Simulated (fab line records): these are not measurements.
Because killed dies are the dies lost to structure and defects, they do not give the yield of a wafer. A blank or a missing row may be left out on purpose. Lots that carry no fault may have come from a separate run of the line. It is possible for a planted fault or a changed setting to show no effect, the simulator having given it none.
Which tool did it? || flow rit_cmos || Sampling: 14 lots, 42 wafers, 6 of 202 route steps

WHAT THE GAUGES SHOWED, per wafer
RIT_PLDD_TW_MEAS_10. Usual: PLDD_TW 2328, standard deviation 26.
{"lot": "L486", "measured": "day 2 20:55", "on": "film_metro-01", "PLDD_TW": "2306 2312 2294", "flag": ""}
{"lot": "L487", "measured": "day 3 01:02", "on": "film_metro-03", "PLDD_TW": "2353 2350 2350", "flag": ""}
{"lot": "L488", "measured": "day 3 04:54", "on": "film_metro-01", "PLDD_TW": "2294 2284 2290", "flag": ""}
{"lot": "L490", "measured": "day 3 16:20", "on": "film_metro-03", "PLDD_TW": "2348 2365 2343", "flag": ""}
{"lot": "L491", "measured": "day 4 02:10", "on": "film_metro-01", "PLDD_TW": "2294 2288 2296", "flag": ""}
{"lot": "L495", "measured": "day 4 20:38", "on": "film_metro-03", "PLDD_TW": "2723 2727 2730", "flag": "OFF"}
{"lot": "L500", "measured": "day 5 18:41", "on": "film_metro-02", "PLDD_TW": "2722 2713 2692", "flag": "OFF"}
{"lot": "L501", "measured": "day 6 02:40", "on": "film_metro-03", "PLDD_TW": "2359 2351 2345", "flag": ""}
{"lot": "L502", "measured": "day 6 03:53", "on": "film_metro-01", "PLDD_TW": "2301 2298 2293", "flag": ""}
{"lot": "L503", "measured": "day 6 07:58", "on": "film_metro-03", "PLDD_TW": "2354 2355 2354", "flag": ""}
{"lot": "L504", "measured": "day 6 14:29", "on": "film_metro-02", "PLDD_TW": "2343 2336 2338", "flag": ""}
{"lot": "L505", "measured": "day 6 19:08", "on": "film_metro-02", "PLDD_TW": "2338 2353 2329", "flag": ""}
{"lot": "L507", "measured": "day 7 05:13", "on": "film_metro-01", "PLDD_TW": "2301 2307 2312", "flag": ""}
{"lot": "L509", "measured": "day 7 14:51", "on": "film_metro-01", "PLDD_TW": "2313 2297 2311", "flag": ""}

RIT_PSD_TW_MEAS_10. Usual: PSD_TW 3401, standard deviation 32.
{"lot": "L486", "measured": "day 3 02:16", "on": "film_metro-02", "PSD_TW": "3404 3407 3405", "flag": ""}
{"lot": "L487", "measured": "day 3 06:32", "on": "film_metro-03", "PSD_TW": "3405 3418 3424", "flag": ""}
{"lot": "L488", "measured": "day 3 10:48", "on": "film_metro-02", "PSD_TW": "3392 3386 3413", "flag": ""}
{"lot": "L490", "measured": "day 3 22:11", "on": "film_metro-03", "PSD_TW": "3419 3442 3421", "flag": ""}
{"lot": "L491", "measured": "day 4 08:56", "on": "film_metro-01", "PSD_TW": "3347 3367 3353", "flag": ""}
{"lot": "L495", "measured": "day 5 02:34", "on": "film_metro-02", "PSD_TW": "3417 3410 3402", "flag": ""}
{"lot": "L500", "measured": "day 6 00:18", "on": "film_metro-02", "PSD_TW": "3426 3425 3416", "flag": ""}
{"lot": "L501", "measured": "day 6 08:25", "on": "film_metro-01", "PSD_TW": "3360 3359 3335", "flag": ""}
{"lot": "L502", "measured": "day 6 09:21", "on": "film_metro-01", "PSD_TW": "3358 3343 3346", "flag": ""}
{"lot": "L503", "measured": "day 6 13:52", "on": "film_metro-02", "PSD_TW": "3411 3412 3405", "flag": ""}
{"lot": "L504", "measured": "day 6 19:52", "on": "film_metro-02", "PSD_TW": "3408 3421 3423", "flag": ""}
{"lot": "L505", "measured": "day 7 00:45", "on": "film_metro-02", "PSD_TW": "3404 3405 3386", "flag": ""}
{"lot": "L507", "measured": "day 7 10:40", "on": "film_metro-02", "PSD_TW": "3418 3386 3398", "flag": ""}
{"lot": "L509", "measured": "day 7 20:19", "on": "film_metro-03", "PSD_TW": "3411 3409 3407", "flag": ""}

RIT_SDANNEAL_RS_MEAS_06: measures by four-point-probe. Usual: PLDD_RS 178.6 ohm/sq, standard deviation 0.39.
{"lot": "L486", "measured": "day 3 02:59", "on": "film_metro-01", "PLDD_RS (ohm/sq)": "178.5 178.3 178.6", "flag": ""}
{"lot": "L487", "measured": "day 3 07:16", "on": "film_metro-03", "PLDD_RS (ohm/sq)": "177.9 178.1 178.1", "flag": ""}
{"lot": "L488", "measured": "day 3 11:36", "on": "film_metro-01", "PLDD_RS (ohm/sq)": "178.7 178.4 179.2", "flag": ""}
{"lot": "L490", "measured": "day 3 22:55", "on": "film_metro-01", "PLDD_RS (ohm/sq)": "179.5 179.2 179.0", "flag": ""}
{"lot": "L491", "measured": "day 4 09:41", "on": "film_metro-01", "PLDD_RS (ohm/sq)": "179.1 178.8 178.6", "flag": ""}
{"lot": "L495", "measured": "day 5 03:17", "on": "film_metro-03", "PLDD_RS (ohm/sq)": "153.1 153.6 153.3", "flag": "OFF"}
{"lot": "L500", "measured": "day 6 01:02", "on": "film_metro-03", "PLDD_RS (ohm/sq)": "152.6 152.8 153.0", "flag": "OFF"}
{"lot": "L501", "measured": "day 6 09:11", "on": "film_metro-02", "PLDD_RS (ohm/sq)": "179.0 178.7 178.8", "flag": ""}
{"lot": "L502", "measured": "day 6 10:05", "on": "film_metro-01", "PLDD_RS (ohm/sq)": "178.9 178.5 178.8", "flag": ""}
{"lot": "L503", "measured": "day 6 14:39", "on": "film_metro-03", "PLDD_RS (ohm/sq)": "178.1 178.3 178.5", "flag": ""}
{"lot": "L504", "measured": "day 6 20:36", "on": "film_metro-02", "PLDD_RS (ohm/sq)": "179.1 178.8 178.9", "flag": ""}
{"lot": "L505", "measured": "day 7 01:30", "on": "film_metro-02", "PLDD_RS (ohm/sq)": "179.0 178.7 178.8", "flag": ""}
{"lot": "L507", "measured": "day 7 11:25", "on": "film_metro-02", "PLDD_RS (ohm/sq)": "178.9 178.9 178.7", "flag": ""}
{"lot": "L509", "measured": "day 7 21:03", "on": "film_metro-02", "PLDD_RS (ohm/sq)": "178.2 178.4 177.9", "flag": ""}

TOOL THAT RAN EACH LOT (tool first, then ch and the chambers of the sampled wafers, then the start)
{"lot": "L486", "RIT_PLDD_IMPLANT_08": "implanter-04 ch 0, day 2 20:35", "RIT_NSD_STRIP_09": "plasma_asher-01 ch 0,1, day 3 00:40", "RIT_SDANNEAL_RTA_03": "rtp_anneal-01 ch 0, day 3 02:42"}
{"lot": "L487", "RIT_PLDD_IMPLANT_08": "implanter-01 ch 0, day 3 00:43", "RIT_NSD_STRIP_09": "plasma_asher-01 ch 0,1, day 3 04:57", "RIT_SDANNEAL_RTA_03": "rtp_anneal-02 ch 0, day 3 06:58"}
{"lot": "L488", "RIT_PLDD_IMPLANT_08": "implanter-02 ch 0, day 3 04:37", "RIT_NSD_STRIP_09": "plasma_asher-03 ch 0,1, day 3 08:56", "RIT_SDANNEAL_RTA_03": "rtp_anneal-01 ch 0, day 3 11:17"}
{"lot": "L490", "RIT_PLDD_IMPLANT_08": "implanter-02 ch 0, day 3 16:01", "RIT_NSD_STRIP_09": "plasma_asher-01 ch 0,1, day 3 20:35", "RIT_SDANNEAL_RTA_03": "rtp_anneal-01 ch 0, day 3 22:37"}
{"lot": "L491", "RIT_PLDD_IMPLANT_08": "implanter-04 ch 0, day 4 01:50", "RIT_NSD_STRIP_09": "plasma_asher-02 ch 0,1, day 4 07:20", "RIT_SDANNEAL_RTA_03": "rtp_anneal-02 ch 0, day 4 09:23"}
{"lot": "L495", "RIT_PLDD_IMPLANT_08": "implanter-04 ch 0, day 4 20:18", "RIT_NSD_STRIP_09": "plasma_asher-02 ch 0, day 5 00:58", "RIT_SDANNEAL_RTA_03": "rtp_anneal-02 ch 0, day 5 02:59"}
{"lot": "L500", "RIT_PLDD_IMPLANT_08": "implanter-04 ch 0, day 5 18:22", "RIT_NSD_STRIP_09": "plasma_asher-02 ch 0,1, day 5 22:35", "RIT_SDANNEAL_RTA_03": "rtp_anneal-02 ch 0, day 6 00:44"}
{"lot": "L501", "RIT_PLDD_IMPLANT_08": "implanter-01 ch 0, day 6 02:21", "RIT_NSD_STRIP_09": "plasma_asher-02 ch 0,1, day 6 06:41", "RIT_SDANNEAL_RTA_03": "rtp_anneal-02 ch 0, day 6 08:50"}
{"lot": "L502", "RIT_PLDD_IMPLANT_08": "implanter-02 ch 0, day 6 03:35", "RIT_NSD_STRIP_09": "plasma_asher-02 ch 0,1, day 6 07:37", "RIT_SDANNEAL_RTA_03": "rtp_anneal-01 ch 0, day 6 09:46"}
{"lot": "L503", "RIT_PLDD_IMPLANT_08": "implanter-02 ch 0, day 6 07:41", "RIT_NSD_STRIP_09": "plasma_asher-02 ch 0,1, day 6 12:05", "RIT_SDANNEAL_RTA_03": "rtp_anneal-02 ch 0, day 6 14:20"}
{"lot": "L504", "RIT_PLDD_IMPLANT_08": "implanter-01 ch 0, day 6 14:11", "RIT_NSD_STRIP_09": "plasma_asher-02 ch 1, day 6 18:16", "RIT_SDANNEAL_RTA_03": "rtp_anneal-01 ch 0, day 6 20:17"}
{"lot": "L505", "RIT_PLDD_IMPLANT_08": "implanter-02 ch 0, day 6 18:52", "RIT_NSD_STRIP_09": "plasma_asher-01 ch 0,1, day 6 23:04", "RIT_SDANNEAL_RTA_03": "rtp_anneal-02 ch 0, day 7 01:11"}
{"lot": "L507", "RIT_PLDD_IMPLANT_08": "implanter-02 ch 0, day 7 04:54", "RIT_NSD_STRIP_09": "plasma_asher-02 ch 0,1, day 7 09:04", "RIT_SDANNEAL_RTA_03": "rtp_anneal-02 ch 0, day 7 11:06"}
{"lot": "L509", "RIT_PLDD_IMPLANT_08": "implanter-02 ch 0, day 7 14:31", "RIT_NSD_STRIP_09": "plasma_asher-01 ch 1, day 7 18:43", "RIT_SDANNEAL_RTA_03": "rtp_anneal-02 ch 0, day 7 20:45"}
- RIT_PLDD_IMPLANT_08
- RIT_NSD_STRIP_09: strips in O2, time 180 s.
- RIT_SDANNEAL_RTA_03: time 5 s.

AS READ BY THE TOOLS THEMSELVES (means over the sampled wafers that have a number; for cases with no such wafer, the mark the record gives instead)
RIT_PLDD_IMPLANT_08. Usual: dose_ions_cm2 9.001e+14, standard deviation 8.9e+11; end_station_pressure_torr 7.3e-06 Torr, standard deviation 3.7e-07; faraday_current_uA 2820, standard deviation 55.
{"lot": "L486", "tool": "implanter-04", "dose_ions_cm2": 9.000e+14, "end_station_pressure_torr (Torr)": 7.2e-06, "faraday_current_uA": 2783, "flag": ""}
{"lot": "L487", "tool": "implanter-01", "dose_ions_cm2": 9.011e+14, "end_station_pressure_torr (Torr)": 7.4e-06, "faraday_current_uA": 2798, "flag": ""}
{"lot": "L488", "tool": "implanter-02", "dose_ions_cm2": 8.993e+14, "end_station_pressure_torr (Torr)": 7.6e-06, "faraday_current_uA": 2885, "flag": ""}
{"lot": "L490", "tool": "implanter-02", "dose_ions_cm2": 9.002e+14, "end_station_pressure_torr (Torr)": 7.1e-06, "faraday_current_uA": 2853, "flag": ""}
{"lot": "L491", "tool": "implanter-04", "dose_ions_cm2": 8.998e+14, "end_station_pressure_torr (Torr)": 7.4e-06, "faraday_current_uA": 2814, "flag": ""}
{"lot": "L495", "tool": "implanter-04", "dose_ions_cm2": 1.710e+15, "end_station_pressure_torr (Torr)": 9.5e-06, "faraday_current_uA": 5441, "flag": "OFF"}
{"lot": "L500", "tool": "implanter-04", "dose_ions_cm2": 1.710e+15, "end_station_pressure_torr (Torr)": 9.1e-06, "faraday_current_uA": 5330, "flag": "OFF"}
{"lot": "L501", "tool": "implanter-01", "dose_ions_cm2": 8.996e+14, "end_station_pressure_torr (Torr)": 7.0e-06, "faraday_current_uA": 2761, "flag": ""}
{"lot": "L502", "tool": "implanter-02", "dose_ions_cm2": 9.004e+14, "end_station_pressure_torr (Torr)": 7.3e-06, "faraday_current_uA": 2743, "flag": ""}
{"lot": "L503", "tool": "implanter-02", "dose_ions_cm2": 8.994e+14, "end_station_pressure_torr (Torr)": 7.5e-06, "faraday_current_uA": 2807, "flag": ""}
{"lot": "L504", "tool": "implanter-01", "dose_ions_cm2": 9.004e+14, "end_station_pressure_torr (Torr)": 7.0e-06, "faraday_current_uA": 2785, "flag": ""}
{"lot": "L505", "tool": "implanter-02", "dose_ions_cm2": 9.004e+14, "end_station_pressure_torr (Torr)": 7.4e-06, "faraday_current_uA": 2815, "flag": ""}
{"lot": "L507", "tool": "implanter-02", "dose_ions_cm2": 9.001e+14, "end_station_pressure_torr (Torr)": 7.2e-06, "faraday_current_uA": 2826, "flag": ""}
{"lot": "L509", "tool": "implanter-02", "dose_ions_cm2": 8.999e+14, "end_station_pressure_torr (Torr)": 7.3e-06, "faraday_current_uA": 2810, "flag": ""}

RIT_NSD_STRIP_09. Usual: drypump_motor_current_A reads 5.95 A (standard deviation 0.18).
{"lot": "L486", "tool": "plasma_asher-01", "drypump_motor_current_A (A)": 6.09, "flag": ""}
{"lot": "L487", "tool": "plasma_asher-01", "drypump_motor_current_A (A)": 6.01, "flag": ""}
{"lot": "L488", "tool": "plasma_asher-03", "drypump_motor_current_A (A)": 6.02, "flag": ""}
{"lot": "L490", "tool": "plasma_asher-01", "drypump_motor_current_A (A)": 6.08, "flag": ""}
{"lot": "L491", "tool": "plasma_asher-02", "drypump_motor_current_A (A)": 5.89, "flag": ""}
{"lot": "L495", "tool": "plasma_asher-02", "drypump_motor_current_A (A)": 5.95, "flag": ""}
{"lot": "L500", "tool": "plasma_asher-02", "drypump_motor_current_A (A)": 5.82, "flag": ""}
{"lot": "L501", "tool": "plasma_asher-02", "drypump_motor_current_A (A)": 5.82, "flag": ""}
{"lot": "L502", "tool": "plasma_asher-02", "drypump_motor_current_A (A)": 5.88, "flag": ""}
{"lot": "L503", "tool": "plasma_asher-02", "drypump_motor_current_A (A)": 5.87, "flag": ""}
{"lot": "L504", "tool": "plasma_asher-02", "drypump_motor_current_A (A)": 5.75, "flag": ""}
{"lot": "L505", "tool": "plasma_asher-01", "drypump_motor_current_A (A)": 6.07, "flag": ""}
{"lot": "L507", "tool": "plasma_asher-02", "drypump_motor_current_A (A)": 5.78, "flag": ""}
{"lot": "L509", "tool": "plasma_asher-01", "drypump_motor_current_A (A)": 6.14, "flag": ""}

RIT_SDANNEAL_RTA_03. Usual: chamber_o2_ppm 1.999, standard deviation 0.022; ramp_up_c_per_s 342.00, standard deviation 0.058; wafer_temp_C_max 1053.7, standard deviation 1.2.
{"lot": "L486", "tool": "rtp_anneal-01", "chamber_o2_ppm": 1.998, "ramp_up_c_per_s": 341.98, "wafer_temp_C_max": 1053.0, "flag": ""}
{"lot": "L487", "tool": "rtp_anneal-02", "chamber_o2_ppm": 1.994, "ramp_up_c_per_s": 341.98, "wafer_temp_C_max": 1053.3, "flag": ""}
{"lot": "L488", "tool": "rtp_anneal-01", "chamber_o2_ppm": 2.002, "ramp_up_c_per_s": 341.94, "wafer_temp_C_max": 1054.1, "flag": ""}
{"lot": "L490", "tool": "rtp_anneal-01", "chamber_o2_ppm": 1.978, "ramp_up_c_per_s": 342.00, "wafer_temp_C_max": 1053.5, "flag": ""}
{"lot": "L491", "tool": "rtp_anneal-02", "chamber_o2_ppm": 2.031, "ramp_up_c_per_s": 342.00, "wafer_temp_C_max": 1054.5, "flag": ""}
{"lot": "L495", "tool": "rtp_anneal-02", "chamber_o2_ppm": 1.980, "ramp_up_c_per_s": 342.05, "wafer_temp_C_max": 1054.6, "flag": ""}
{"lot": "L500", "tool": "rtp_anneal-02", "chamber_o2_ppm": 2.039, "ramp_up_c_per_s": 342.00, "wafer_temp_C_max": 1053.8, "flag": ""}
{"lot": "L501", "tool": "rtp_anneal-02", "chamber_o2_ppm": 2.011, "ramp_up_c_per_s": 341.97, "wafer_temp_C_max": 1052.8, "flag": ""}
{"lot": "L502", "tool": "rtp_anneal-01", "chamber_o2_ppm": 2.005, "ramp_up_c_per_s": 342.02, "wafer_temp_C_max": 1053.3, "flag": ""}
{"lot": "L503", "tool": "rtp_anneal-02", "chamber_o2_ppm": 1.985, "ramp_up_c_per_s": 341.99, "wafer_temp_C_max": 1053.4, "flag": ""}
{"lot": "L504", "tool": "rtp_anneal-01", "chamber_o2_ppm": 2.006, "ramp_up_c_per_s": 342.00, "wafer_temp_C_max": 1053.6, "flag": ""}
{"lot": "L505", "tool": "rtp_anneal-02", "chamber_o2_ppm": 2.004, "ramp_up_c_per_s": 342.05, "wafer_temp_C_max": 1052.8, "flag": ""}
{"lot": "L507", "tool": "rtp_anneal-02", "chamber_o2_ppm": 2.011, "ramp_up_c_per_s": 341.98, "wafer_temp_C_max": 1053.9, "flag": ""}
{"lot": "L509", "tool": "rtp_anneal-02", "chamber_o2_ppm": 1.988, "ramp_up_c_per_s": 341.99, "wafer_temp_C_max": 1053.8, "flag": ""}

THE ANSWER, worked out from the rows above alone
Rule: lot off if the mean of its wafers having a number is beyond 3 standard deviations from the usual mean. A lot without any number at a reading at which 4 lots or more have one is off too. Any other lot the step has rows for is counted as sound. After the gauges, taken in route order, come the tools' own readings; for these a lot's mean is taken, as printed above. The first step at which some lot is off is used, and at that step the reading that is off furthest; a lot without a number counts as furthest.
Off: L495, L500, at RIT_PLDD_TW_MEAS_10 (PLDD_TW).
If a tool, at a process step before that reading, ran all the lots that are off and no sound lot after the first of them, it fits. The gauges at RIT_PLDD_TW_MEAS_10 aren't tried: what is off there is off at RIT_PLDD_IMPLANT_08 too, on other tools, and a gauge's error can't cause that. One candidate fits, namely implanter-04 at RIT_PLDD_IMPLANT_08. Its last sound lot is L491 (day 4 01:50), its first lot that is off L495 (day 4 20:18): a fault that began between those two fits.
The tool's own readings at RIT_PLDD_IMPLANT_08 bear it out: on the lots that are off they differ by more than 5 times the standard deviation of the sound lots' means. dose_ions_cm2 reads 1.710e+15 there against 9.000e+14 on the sound lots; end_station_pressure_torr reads 9.3e-06 Torr there against 7.3e-06 Torr on the sound lots; faraday_current_uA reads 5386 there against 2807 on the sound lots.

WHAT THE SIMULATOR HAD PUT IN
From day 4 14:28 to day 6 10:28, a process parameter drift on implanter-04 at RIT_PLDD_IMPLANT_08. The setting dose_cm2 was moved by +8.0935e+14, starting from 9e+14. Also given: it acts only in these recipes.
Shown lots that were struck: L495, L500. The same result came from the rule above.
